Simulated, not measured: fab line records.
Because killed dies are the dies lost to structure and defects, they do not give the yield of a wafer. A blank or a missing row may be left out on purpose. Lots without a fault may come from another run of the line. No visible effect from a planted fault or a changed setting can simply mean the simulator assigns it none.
fab line records ; flow ritCmos
[record] lots = 14; wafers = 42; lastDay = 7
route steps=202 shown NWELL@37 PWELL@41 NLDD@104 PLDD@124 NSD@141 M1@202
lots with no fault: from the same line, run without faults
startH: hours from the record's opening day to when the first of the lot's shown wafers began ; waitH: time in hours since the lot's previous step ; " as in the row above ; L1.1+2: a row that stands for several wafers ; - either no value or no given start ; * or withheld: withheld ; < > ~ a bound
route shown NAME@n: NAME is a module with steps in the file, n the number in the route of the first one ; usual: mean/standard deviation taken from wafers without a fault ; same: alike in all rows ; chamber/n: place in a boat ; sites: per-site readings ; _std_site: their standard deviation ; _edge_site: inner sites' mean taken away from outer sites' mean ; radiusMm: how far each site lies from the wafer's centre ; mask NAME#n: copy n ; behind: tool/chamber where the wafer was last shaped ; hold: cause of the lot's hold/its duration in hours/its outcome ; device: the n, p or np transistor that did not switch ; end of line: the same wafers' tests at the end of the route ; a step without rows: its recipe alone ; killed: not the wafer's yield, but the dies lost to structure and defects at the first sort ; map: a wafer's dies, marking killed ones x, the rest . and places with no die _
set.NAME: the setting as run; set.NAME@STEP: as run at that earlier step ; model.NAME: the simulator's own value behind a step, which no gauge read
steps of the route over a sample of lots; a table a step, a row a wafer
services: a tool's chamber out of use, with start hour (startH, from the record's first day; less than 0 if before it), hours out, and reason
[[steps]]
[step RIT_NWELL_STRIP_09]
[recipe] chemistry = O2; timeS = 180; resist = NOVOLAK; platenTempC = withheld; powerW = 500; pressureMtorr = 4000; o2FlowSccm = 4000
[usual] drypumpMotorCurrentA = 5.58/0.21
lot.wafer;tool;chamber;startH;waitH;drypumpMotorCurrentA;rfHoursCounterH
L986.3;plasmaAsher-03;1;26.37;0.1;5.65;-
L986.4;plasmaAsher-03;0;26.37;0.1;5.93;-
L986.5;plasmaAsher-03;0;26.37;0.1;5.94;-
L987.2;plasmaAsher-01;0;32.36;0.1;5.70;37
L987.4;plasmaAsher-01;1;32.36;0.1;5.68;-
L987.6;plasmaAsher-01;1;32.36;0.1;5.65;-
L988.3;plasmaAsher-04;0;37.65;0.1;5.65;-
L988.4;plasmaAsher-04;1;37.65;0.1;5.25;-
L988.6;plasmaAsher-04;0;37.65;0.1;5.63;-
L990.3;plasmaAsher-04;1;48.33;0.1;5.28;-
L990.4;plasmaAsher-04;0;48.33;0.1;5.63;-
L990.6;plasmaAsher-04;1;48.33;0.1;5.27;-
L991.1;plasmaAsher-04;1;54.34;0.1;5.27;40
L991.2;plasmaAsher-04;0;54.34;0.1;5.62;40
L991.3;plasmaAsher-04;1;54.34;0.1;5.26;-
L992.2;plasmaAsher-04;0;58.08;0.1;5.63;40
L992.4;plasmaAsher-04;0;58.08;0.1;5.64;-
L992.6;plasmaAsher-04;1;58.08;0.1;5.26;-
L995.1;plasmaAsher-01;0;73.82;0.1;5.72;42
L995.5;plasmaAsher-01;1;73.82;0.1;5.69;-
L995.6;plasmaAsher-01;0;73.82;0.1;5.73;-
L996.2;plasmaAsher-04;1;76.49;0.1;5.28;42
L996.3;plasmaAsher-04;0;76.49;0.1;5.67;-
L996.4;plasmaAsher-04;1;76.49;0.1;5.27;-
L998.2;plasmaAsher-01;1;87.57;0.1;5.66;43
L998.5;plasmaAsher-01;1;87.57;0.1;5.67;-
L998.6;plasmaAsher-01;0;87.57;0.1;5.74;-
L999.1;plasmaAsher-04;1;91.00;0.1;5.25;44
L999.3;plasmaAsher-04;0;91.00;0.1;5.67;-
L999.6;plasmaAsher-04;0;91.00;0.1;5.64;-
L103.1;plasmaAsher-03;1;119.55;0.1;5.66;47
L103.3;plasmaAsher-03;1;119.55;0.1;5.66;-
L103.5;plasmaAsher-03;0;119.55;0.1;5.92;-
L106.1;plasmaAsher-04;1;128.15;0.1;5.26;48
L106.3;plasmaAsher-04;1;128.15;0.1;5.27;-
L106.4;plasmaAsher-04;0;128.15;0.1;5.62;-
L107.3;plasmaAsher-04;0;132.41;0.1;5.63;-
L107.5;plasmaAsher-04;1;132.41;0.1;5.28;-
L107.6;plasmaAsher-04;0;132.41;0.1;5.60;-
L108.3;plasmaAsher-04;1;138.88;0.1;5.24;-
L108.4;plasmaAsher-04;0;138.88;0.1;5.64;-
L108.5;plasmaAsher-04;1;138.88;0.1;5.22;-
[step RIT_PWELL_SOFTBAKE_02]
[recipe] resist = NOVOLAK; tempC = 90; timeS = 61.77
[usual] plateSensorTCentreC = 90.969/0.0098; plateSensorTEdgeC = 91.021/0.0097
lot.wafer;tool;chamber;startH;waitH;plateSensorTCentreC;plateSensorTEdgeC
L986.3;lithoTrack-04;0;26.90;0.1;90.980;91.026
L986.4;lithoTrack-04;0;26.90;0.1;90.983;91.031
L986.5;lithoTrack-04;0;26.90;0.1;90.961;91.025
L987.2;lithoTrack-04;0;32.92;0.1;90.968;91.024
L987.4;lithoTrack-04;0;32.92;0.1;90.965;91.026
L987.6;lithoTrack-04;0;32.92;0.1;90.966;91.020
L988.3;lithoTrack-03;0;38.18;0.1;90.971;91.028
L988.4;lithoTrack-03;0;38.18;0.1;90.972;91.017
L988.6;lithoTrack-03;0;38.18;0.1;90.966;91.024
L990.3;lithoTrack-03;0;48.86;0.1;90.971;91.023
L990.4;lithoTrack-03;0;48.86;0.1;90.976;91.020
L990.6;lithoTrack-03;0;48.86;0.1;90.965;91.012
L991.1;lithoTrack-02;0;54.87;0.1;90.955;91.015
L991.2;lithoTrack-02;0;54.87;0.1;90.955;91.033
L991.3;lithoTrack-02;0;54.87;0.1;90.980;91.014
L992.2;lithoTrack-03;0;58.64;0.1;90.971;91.032
L992.4;lithoTrack-03;0;58.64;0.1;90.986;91.016
L992.6;lithoTrack-03;0;58.64;0.1;90.958;91.009
L995.1;lithoTrack-04;0;74.57;0.1;90.983;91.033
L995.5;lithoTrack-04;0;74.57;0.1;90.960;91.011
L995.6;lithoTrack-04;0;74.57;0.1;90.954;91.010
L996.2;lithoTrack-03;0;77.05;0.1;90.981;91.019
L996.3;lithoTrack-03;0;77.05;0.1;90.956;91.012
L996.4;lithoTrack-03;0;77.05;0.1;90.983;91.015
L998.2;lithoTrack-04;0;88.13;0.1;90.981;91.017
L998.5;lithoTrack-04;0;88.13;0.1;90.972;91.021
L998.6;lithoTrack-04;0;88.13;0.1;90.971;91.010
L999.1;lithoTrack-04;0;91.60;0.1;90.971;91.022
L999.3;lithoTrack-04;0;91.60;0.1;90.984;91.023
L999.6;lithoTrack-04;0;91.60;0.1;90.967;91.022
L103.1;lithoTrack-03;0;120.09;0.1;90.944;91.009
L103.3;lithoTrack-03;0;120.09;0.1;90.956;91.033
L103.5;lithoTrack-03;0;120.09;0.1;90.977;91.020
L106.1;lithoTrack-04;0;128.68;0.1;90.951;91.026
L106.3;lithoTrack-04;0;128.68;0.1;90.975;91.012
L106.4;lithoTrack-04;0;128.68;0.1;90.964;91.033
L107.3;lithoTrack-03;0;132.94;0.1;90.960;91.017
L107.5;lithoTrack-03;0;132.94;0.1;90.963;91.008
L107.6;lithoTrack-03;0;132.94;0.1;90.964;91.018
L108.3;lithoTrack-02;0;139.40;0.1;90.974;91.023
L108.4;lithoTrack-02;0;139.40;0.1;90.956;91.021
L108.5;lithoTrack-02;0;139.40;0.1;90.973;91.019
[step RIT_WELLDRIVE_RS_MEAS_01]
[recipe] thkMeasGauge = four-point-probe
[usual] NWELL_RS = 275.3/0.68
lot.wafer;tool;chamber;startH;waitH;NWELL_RS[ohm/sq]
L986.3;filmMetro-02;-;33.35;0.0;275.9
L986.4;filmMetro-02;-;33.35;0.0;275.6
L986.5;filmMetro-02;-;33.35;0.0;276.5
L987.2;filmMetro-01;-;39.25;0.0;275.8
L987.4;filmMetro-01;-;39.25;0.0;275.2
L987.6;filmMetro-01;-;39.25;0.0;275.4
L988.3;filmMetro-04;-;44.63;0.0;275.9
L988.4;filmMetro-04;-;44.63;0.0;275.9
L988.6;filmMetro-04;-;44.63;0.0;276.1
L990.3;filmMetro-02;-;56.91;0.0;276.9
L990.4;filmMetro-02;-;56.91;0.0;276.4
L990.6;filmMetro-02;-;56.91;0.0;275.8
L991.1;filmMetro-04;-;61.32;0.0;274.6
L991.2;filmMetro-04;-;61.32;0.0;274.6
L991.3;filmMetro-04;-;61.32;0.0;275.0
L992.2;filmMetro-02;-;64.97;0.0;275.1
L992.4;filmMetro-02;-;64.97;0.0;275.5
L992.6;filmMetro-02;-;64.97;0.0;275.2
L995.1;filmMetro-01;-;82.87;0.0;276.0
L995.5;filmMetro-01;-;82.87;0.0;275.6
L995.6;filmMetro-01;-;82.87;0.0;275.0
L996.2;filmMetro-04;-;83.38;0.0;275.4
L996.3;filmMetro-04;-;83.38;0.0;274.9
L996.4;filmMetro-04;-;83.38;0.0;274.1
L998.2;filmMetro-01;-;94.87;0.0;274.8
L998.5;filmMetro-01;-;94.87;0.0;274.6
L998.6;filmMetro-01;-;94.87;0.0;275.7
L999.1;filmMetro-02;-;98.05;0.0;274.3
L999.3;filmMetro-02;-;98.05;0.0;275.2
L999.6;filmMetro-02;-;98.05;0.0;274.9
L103.1;filmMetro-01;-;127.14;0.0;274.5
L103.3;filmMetro-01;-;127.14;0.0;274.4
L103.5;filmMetro-01;-;127.14;0.0;275.0
L106.1;filmMetro-04;-;135.14;0.0;274.8
L106.3;filmMetro-04;-;135.14;0.0;274.0
L106.4;filmMetro-04;-;135.14;0.0;274.5
L107.3;filmMetro-02;-;139.61;0.0;274.6
L107.5;filmMetro-02;-;139.61;0.0;274.1
L107.6;filmMetro-02;-;139.61;0.0;274.1
L108.3;filmMetro-04;-;146.26;0.0;275.9
L108.4;filmMetro-04;-;146.26;0.0;274.6
L108.5;filmMetro-04;-;146.26;0.0;275.2
[step RIT_NLDD_COAT_01]
[recipe] resist = NOVOLAK; spinRpm = 3250; resistThkNm = 1000
[usual] chillPlateTempC = 23.01/0.097; dispensePressureKPa = 50.7/2.1
lot.wafer;tool;chamber;startH;waitH;chillPlateTempC;dispensePressureKPa
L986.3;lithoTrack-03;0;46.21;0.1;22.89;48.8
L986.4;lithoTrack-03;0;46.21;0.1;23.05;48.8
L986.5;lithoTrack-03;0;46.21;0.1;22.87;48.8
L987.2;lithoTrack-03;0;53.35;0.1;22.99;48.7
L987.4;lithoTrack-03;0;53.35;0.1;23.09;48.8
L987.6;lithoTrack-03;0;53.35;0.1;23.07;48.8
L988.3;lithoTrack-02;0;60.57;0.1;22.93;53.9
L988.4;lithoTrack-02;0;60.57;0.1;23.13;53.9
L988.6;lithoTrack-02;0;60.57;0.1;23.07;53.8
L990.3;lithoTrack-02;0;72.52;0.1;23.22;53.9
L990.4;lithoTrack-02;0;72.52;0.1;22.95;53.8
L990.6;lithoTrack-02;0;72.52;0.1;22.98;53.9
L991.1;lithoTrack-04;0;75.58;0.1;23.15;50.4
L991.2;lithoTrack-04;0;75.58;0.1;23.01;50.3
L991.3;lithoTrack-04;0;75.58;0.1;23.26;50.4
L992.2;lithoTrack-03;0;78.02;0.1;23.03;48.8
L992.4;lithoTrack-03;0;78.02;0.1;23.11;48.8
L992.6;lithoTrack-03;0;78.02;0.1;22.99;48.8
L995.1;lithoTrack-02;0;96.93;0.1;23.03;53.8
L995.5;lithoTrack-02;0;96.93;0.1;22.96;53.8
L995.6;lithoTrack-02;0;96.93;0.1;22.87;53.9
L996.2;lithoTrack-03;0;98.71;0.1;23.14;48.8
L996.3;lithoTrack-03;0;98.71;0.1;23.03;48.8
L996.4;lithoTrack-03;0;98.71;0.1;22.99;48.8
L998.2;lithoTrack-02;-;107.86;0.1;-;-
L998.5;lithoTrack-02;-;107.86;0.1;-;-
L998.6;lithoTrack-02;-;107.86;0.1;-;-
L999.1;lithoTrack-02;-;116.07;0.1;-;-
L999.3;lithoTrack-02;-;116.07;0.1;-;-
L999.6;lithoTrack-02;-;116.07;0.1;-;-
L103.1;lithoTrack-04;0;141.39;0.1;23.14;50.4
L103.3;lithoTrack-04;0;141.39;0.1;23.03;50.4
L103.5;lithoTrack-04;0;141.39;0.1;23.07;50.4
L106.1;lithoTrack-04;0;148.88;0.1;23.00;50.4
L106.3;lithoTrack-04;0;148.88;0.1;22.95;50.4
L106.4;lithoTrack-04;0;148.88;0.1;23.04;50.4
L107.3;lithoTrack-03;0;156.69;0.1;22.80;48.8
L107.5;lithoTrack-03;0;156.69;0.1;22.87;48.8
L107.6;lithoTrack-03;0;156.69;0.1;22.87;48.8
L108.3;lithoTrack-04;0;160.73;0.1;23.06;50.4
L108.4;lithoTrack-04;0;160.73;0.1;23.02;50.4
L108.5;lithoTrack-04;0;160.73;0.1;22.71;50.4
[step RIT_NLDD_OVL_MEAS_06]
[usual] NLDD_OVL = -1.2/1.2
lot.wafer;tool;chamber;startH;waitH;NLDD_OVL[nm]
L986.3;overlay-02;-;46.99;-;-1.9
L986.4;overlay-02;-;46.99;-;-1.1
L986.5;overlay-02;-;46.99;-;0.5
L987.2;overlay-02;-;54.34;-;0.2
L987.4;overlay-02;-;54.34;-;-0.8
L987.6;overlay-02;-;54.34;-;-1.2
L988.3;overlay-01;-;61.23;-;-1.6
L988.4;overlay-01;-;61.23;-;-3.0
L988.6;overlay-01;-;61.23;-;-1.6
L990.3;overlay-02;-;73.31;-;-1.0
L990.4;overlay-02;-;73.31;-;-1.9
L990.6;overlay-02;-;73.31;-;-2.0
L991.1;overlay-01;-;76.28;-;-1.1
L991.2;overlay-01;-;76.28;-;-1.6
L991.3;overlay-01;-;76.28;-;-1.5
L992.2;overlay-01;-;78.70;-;-1.5
L992.4;overlay-01;-;78.70;-;-2.0
L992.6;overlay-01;-;78.70;-;-2.8
L995.1;overlay-01;-;97.76;-;0.4
L995.5;overlay-01;-;97.76;-;-0.2
L995.6;overlay-01;-;97.76;-;1.1
L996.2;overlay-02;-;99.39;-;-0.9
L996.3;overlay-02;-;99.39;-;0.2
L996.4;overlay-02;-;99.39;-;-0.5
L998.2;overlay-02;-;108.55;-;-
L998.5;overlay-02;-;108.55;-;-
L998.6;overlay-02;-;108.55;-;-
L999.1;overlay-02;-;116.77;-;-
L999.3;overlay-02;-;116.77;-;-
L999.6;overlay-02;-;116.77;-;-
L103.1;overlay-01;-;142.21;-;-0.1
L103.3;overlay-01;-;142.21;-;0.9
L103.5;overlay-01;-;142.21;-;1.5
L106.1;overlay-01;-;149.58;-;-2.9
L106.3;overlay-01;-;149.58;-;-3.2
L106.4;overlay-01;-;149.58;-;-3.0
L107.3;overlay-02;-;157.47;-;-0.6
L107.5;overlay-02;-;157.47;-;-1.6
L107.6;overlay-02;-;157.47;-;0.6
L108.3;overlay-02;-;161.39;-;-0.8
L108.4;overlay-02;-;161.39;-;-1.4
L108.5;overlay-02;-;161.39;-;-1.2
[step RIT_PLDD_TW_MEAS_10]
[usual] PLDD_TW = 2338/14
lot.wafer;tool;chamber;startH;waitH;PLDD_TW
L986.3;filmMetro-02;-;48.93;0.1;2336
L986.4;filmMetro-02;-;48.93;0.1;2328
L986.5;filmMetro-02;-;48.93;0.1;2321
L987.2;filmMetro-04;-;56.40;0.1;2347
L987.4;filmMetro-04;-;56.40;0.1;2326
L987.6;filmMetro-04;-;56.40;0.1;2335
L988.3;filmMetro-03;-;63.17;0.1;2345
L988.4;filmMetro-03;-;63.17;0.1;2321
L988.6;filmMetro-03;-;63.17;0.1;2335
L990.3;filmMetro-02;-;75.51;0.1;2337
L990.4;filmMetro-02;-;75.51;0.1;2334
L990.6;filmMetro-02;-;75.51;0.1;2336
L991.1;filmMetro-04;-;78.21;0.1;2305
L991.2;filmMetro-04;-;78.21;0.1;2318
L991.3;filmMetro-04;-;78.21;0.1;2308
L992.2;filmMetro-04;-;80.76;0.1;2306
L992.4;filmMetro-04;-;80.76;0.1;2320
L992.6;filmMetro-04;-;80.76;0.1;2318
L995.1;filmMetro-04;-;99.69;0.1;2318
L995.5;filmMetro-04;-;99.69;0.1;2332
L995.6;filmMetro-04;-;99.69;0.1;2334
L996.2;filmMetro-04;-;101.33;0.1;2332
L996.3;filmMetro-04;-;101.33;0.1;2342
L996.4;filmMetro-04;-;101.33;0.1;2338
L998.2;filmMetro-04;-;110.48;0.1;2853
L998.5;filmMetro-04;-;110.48;0.1;2854
L998.6;filmMetro-04;-;110.48;0.1;2857
L999.1;filmMetro-03;-;118.82;0.1;2861
L999.3;filmMetro-03;-;118.82;0.1;2884
L999.6;filmMetro-03;-;118.82;0.1;2861
L103.1;filmMetro-03;-;144.30;0.1;2356
L103.3;filmMetro-03;-;144.30;0.1;2332
L103.5;filmMetro-03;-;144.30;0.1;2352
L106.1;filmMetro-03;-;151.51;0.1;2343
L106.3;filmMetro-03;-;151.51;0.1;2350
L106.4;filmMetro-03;-;151.51;0.1;2349
L107.3;filmMetro-04;-;159.54;0.1;2322
L107.5;filmMetro-04;-;159.54;0.1;2330
L107.6;filmMetro-04;-;159.54;0.1;2329
L108.3;filmMetro-03;-;163.45;0.1;2353
L108.4;filmMetro-03;-;163.45;0.1;2348
L108.5;filmMetro-03;-;163.45;0.1;2341
[step RIT_NSD_TW_MEAS_10]
[usual] NSD_TW = 3092/18
lot.wafer;tool;chamber;startH;waitH;NSD_TW
L986.3;filmMetro-04;-;52.97;0.1;3103
L986.4;filmMetro-04;-;52.97;0.1;3107
L986.5;filmMetro-04;-;52.97;0.1;3111
L987.2;filmMetro-02;-;60.57;0.1;3080
L987.4;filmMetro-02;-;60.57;0.1;3095
L987.6;filmMetro-02;-;60.57;0.1;3090
L988.3;filmMetro-04;-;67.10;0.1;3116
L988.4;filmMetro-04;-;67.10;0.1;3082
L988.6;filmMetro-04;-;67.10;0.1;3104
L990.3;filmMetro-02;-;79.56;0.1;3106
L990.4;filmMetro-02;-;79.56;0.1;3084
L990.6;filmMetro-02;-;79.56;0.1;3127
L991.1;filmMetro-02;-;82.39;0.1;3103
L991.2;filmMetro-02;-;82.39;0.1;3095
L991.3;filmMetro-02;-;82.39;0.1;3085
L992.2;filmMetro-04;-;84.89;0.1;3067
L992.4;filmMetro-04;-;84.89;0.1;3070
L992.6;filmMetro-04;-;84.89;0.1;3059
L995.1;filmMetro-04;-;103.62;0.1;3071
L995.5;filmMetro-04;-;103.62;0.1;3070
L995.6;filmMetro-04;-;103.62;0.1;3078
L996.2;filmMetro-04;-;105.68;0.2;3094
L996.3;filmMetro-04;-;105.68;0.2;3098
L996.4;filmMetro-04;-;105.68;0.2;3070
L998.2;filmMetro-03;-;114.54;0.1;3306
L998.5;filmMetro-03;-;114.54;0.1;3314
L998.6;filmMetro-03;-;114.54;0.1;3301
L999.1;filmMetro-03;-;122.86;0.1;3347
L999.3;filmMetro-03;-;122.86;0.1;3318
L999.6;filmMetro-03;-;122.86;0.1;3333
L103.1;filmMetro-03;-;148.25;0.1;3113
L103.3;filmMetro-03;-;148.25;0.1;3102
L103.5;filmMetro-03;-;148.25;0.1;3077
L106.1;filmMetro-04;-;155.42;0.1;3089
L106.3;filmMetro-04;-;155.42;0.1;3086
L106.4;filmMetro-04;-;155.42;0.1;3071
L107.3;filmMetro-04;-;164.41;0.1;3086
L107.5;filmMetro-04;-;164.41;0.1;3091
L107.6;filmMetro-04;-;164.41;0.1;3089
L108.3;filmMetro-02;-;168.17;0.1;3100
L108.4;filmMetro-02;-;168.17;0.1;3099
L108.5;filmMetro-02;-;168.17;0.1;3092
[step RIT_M1_PROBE_99]
[usual] killedAtContacts = 0.0/0.16; killedAtFrontEnd = 6.9/2.9; killedDies = 7.0/2.9; killedOnRim = 1.9/1.4; killedOpen = 3.4/2.1; killedShort = 3.5/1.8
[same] grossDies = 264; killed_at_M0_to_M3 = 0; killed_at_M4_up = 0; killedAtBackSide = 0; killedAtOther = 0
lot.wafer;tool;chamber;startH;waitH;killedAtContacts;killedAtFrontEnd;killedDies;killedOnRim;killedOpen;killedShort
L988.3;prober-02;-;76.64;0.2;0;8;8;0;5;3
L988.4;prober-02;-;76.69;0.2;0;14;14;3;10;4
L988.6;prober-02;-;76.79;0.2;0;5;5;1;2;3
L991.1;prober-01;-;92.05;0.1;0;12;12;5;9;3
L991.2;prober-01;-;92.10;0.1;1;5;6;1;1;5
L991.3;prober-01;-;92.15;0.2;0;11;11;1;7;4
L992.2;prober-02;-;95.09;0.1;0;6;6;0;3;3
L992.4;prober-02;-;95.19;0.2;0;5;5;2;1;4
L992.6;prober-02;-;95.29;0.2;0;6;6;1;5;1
L998.2;prober-02;-;124.08;0.1;0;264;264;70;2;0
L998.5;prober-02;-;124.23;0.2;1;263;264;70;3;5
L998.6;prober-02;-;124.28;0.2;0;264;264;70;4;3
L999.1;prober-01;-;132.49;0.1;0;264;264;70;4;4
L999.3;prober-01;-;132.59;0.2;0;264;264;70;4;3
L999.6;prober-01;-;132.74;0.2;0;264;264;70;3;2
L107.3;prober-01;-;173.86;0.2;0;8;8;2;2;6
L107.5;prober-01;-;173.96;0.2;0;4;4;1;1;3
L107.6;prober-01;-;174.01;0.2;1;5;6;3;3;3
// killed by level:class
L988.3 GATE:geometricParticle:open=3 REOX:geometricParticle:open=2 REOX:geometricParticle:short=2 GATE:geometricParticle:short=1
L988.4 GATE:geometricParticle:open=6 FOX1:geometricParticle:short=2 REOX:geometricParticle:open=2 FOX1:geometricParticle:open=1 REOX:geometricParticle:short=1 SPACER:geometricParticle:short=1 SPACER:geometricParticle:open=1
L988.6 FOX1:geometricParticle:short=1 GATE:geometricParticle:short=1 REOX:geometricParticle:open=1 SPACER:geometricParticle:short=1 SILICIDE:geometricParticle:open=1
L991.1 GATE:geometricParticle:open=3 FOX2:geometricParticle:open=2 SPACER:geometricParticle:open=2 SILICIDE:geometricParticle:open=2 FOX2:geometricParticle:short=1 GATE:geometricParticle:short=1 REOX:geometricParticle:short=1
L991.2 FOX1:geometricParticle:short=2 GATE:geometricParticle:short=2 REOX:geometricParticle:open=1 CONTACT:geometricParticle:short=1
L991.3 FOX2:geometricParticle:open=2 REOX:geometricParticle:open=2 REOX:geometricParticle:short=2 GATE:geometricParticle:open=1 SPACER:geometricParticle:open=1 SPACER:geometricParticle:short=1 SILICIDE:geometricParticle:open=1 SILICIDE:geometricParticle:short=1
L992.2 GATE:geometricParticle:short=2 GATE:geometricParticle:open=1 REOX:geometricParticle:short=1 REOX:geometricParticle:open=1 SPACER:geometricParticle:open=1
L992.4 SPACER:geometricParticle:short=2 ACTIVE:geometricParticle:short=1 GATE:geometricParticle:open=1 REOX:geometricParticle:short=1
L992.6 SPACER:geometricParticle:open=3 FOX1:geometricParticle:open=1 GATE:geometricParticle:short=1 GATE:geometricParticle:open=1
L998.2 NLDD:areaExpose=262 REOX:geometricParticle:open=1 SPACER:geometricParticle:open=1
L998.5 NLDD:areaExpose=256 GATE:geometricParticle:short=5 GATE:geometricParticle:open=1 REOX:geometricParticle:open=1 CONTACT:geometricParticle:open=1
L998.6 NLDD:areaExpose=257 SILICIDE:geometricParticle:short=2 FOX1:geometricParticle:short=1 GATE:geometricParticle:open=1 REOX:geometricParticle:open=1 SPACER:geometricParticle:open=1 SILICIDE:geometricParticle:open=1
L999.1 NLDD:areaExpose=256 GATE:geometricParticle:short=2 FOX1:geometricParticle:open=1 FOX2:geometricParticle:open=1 FOX2:geometricParticle:short=1 GATE:geometricParticle:open=1 SILICIDE:geometricParticle:short=1 SILICIDE:geometricParticle:open=1
L999.3 NLDD:areaExpose=257 GATE:geometricParticle:open=2 GATE:geometricParticle:short=2 FOX1:geometricParticle:short=1 SPACER:geometricParticle:open=1 SILICIDE:geometricParticle:open=1
L999.6 NLDD:areaExpose=259 GATE:geometricParticle:short=2 REOX:geometricParticle:open=2 GATE:geometricParticle:open=1
L107.3 FOX1:geometricParticle:short=2 FOX1:geometricParticle:open=1 FOX2:geometricParticle:short=1 FOX2:geometricParticle:open=1 GATE:geometricParticle:short=1 REOX:geometricParticle:short=1 SPACER:geometricParticle:short=1
L107.5 FOX1:geometricParticle:short=2 FOX2:geometricParticle:short=1 FOX2:geometricParticle:open=1
L107.6 GATE:geometricParticle:open=2 GATE:geometricParticle:short=2 FOX2:geometricParticle:open=1 CONTACT:geometricParticle:short=1
[[services]]
tool;chamber;startH;hours;kind
plasmaAsher-04;-;37.92;1.1;repair
plasmaAsher-01;-;108.75;9.0;pm
plasmaAsher-01;0;108.75;9.0;ventCycle
plasmaAsher-01;1;108.75;9.0;ventCycle
plasmaAsher-01;0;117.75;-;clean
plasmaAsher-01;1;117.75;-;clean
plasmaAsher-04;-;143.32;2.8;pm
[[key]]
[firstSign] step = RIT_NLDD_COAT_01; reading = toolRecord; direction = missing
[effect] step = RIT_NLDD_OVL_MEAS_06; reading = NLDD_OVL; direction = missing
[effect] step = RIT_PLDD_TW_MEAS_10; reading = PLDD_TW; direction = up; sigmas = 37; usual = 2338; struck = 2862
[effect] step = RIT_NSD_TW_MEAS_10; reading = NSD_TW; direction = up; sigmas = 13; usual = 3092; struck = 3320
[effect] step = RIT_M1_PROBE_99; reading = killedAtFrontEnd; direction = up; sigmas = 88; usual = 6.9; struck = 263.8
[moreKillsBornAt] RIT_NLDD_EXPOSE_03@ilineStepper-01 = 1547
metAt RIT_NLDD_COAT_01
struckLots L998,L999
testerLeftOut L998,L999
notActingAt RIT_NWELL_STRIP_09,RIT_PWELL_SOFTBAKE_02,RIT_WELLDRIVE_RS_MEAS_01
onsetBetween 96.93 107.86
[fault] kind = skippedStepWhole; tool = lithoTrack-02; chamber = -; onsetH = 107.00; steps = RIT_NLDD_COAT_01; scope = struckLotsOnly
// testerLeftOut: of these lots the tester's yield and bins aren't shown, on N5 and GAA mostly nor the transistor test; their killed dies are dies lost to structure and defects alone, not to doping, threshold or leakage, so they don't give the yield
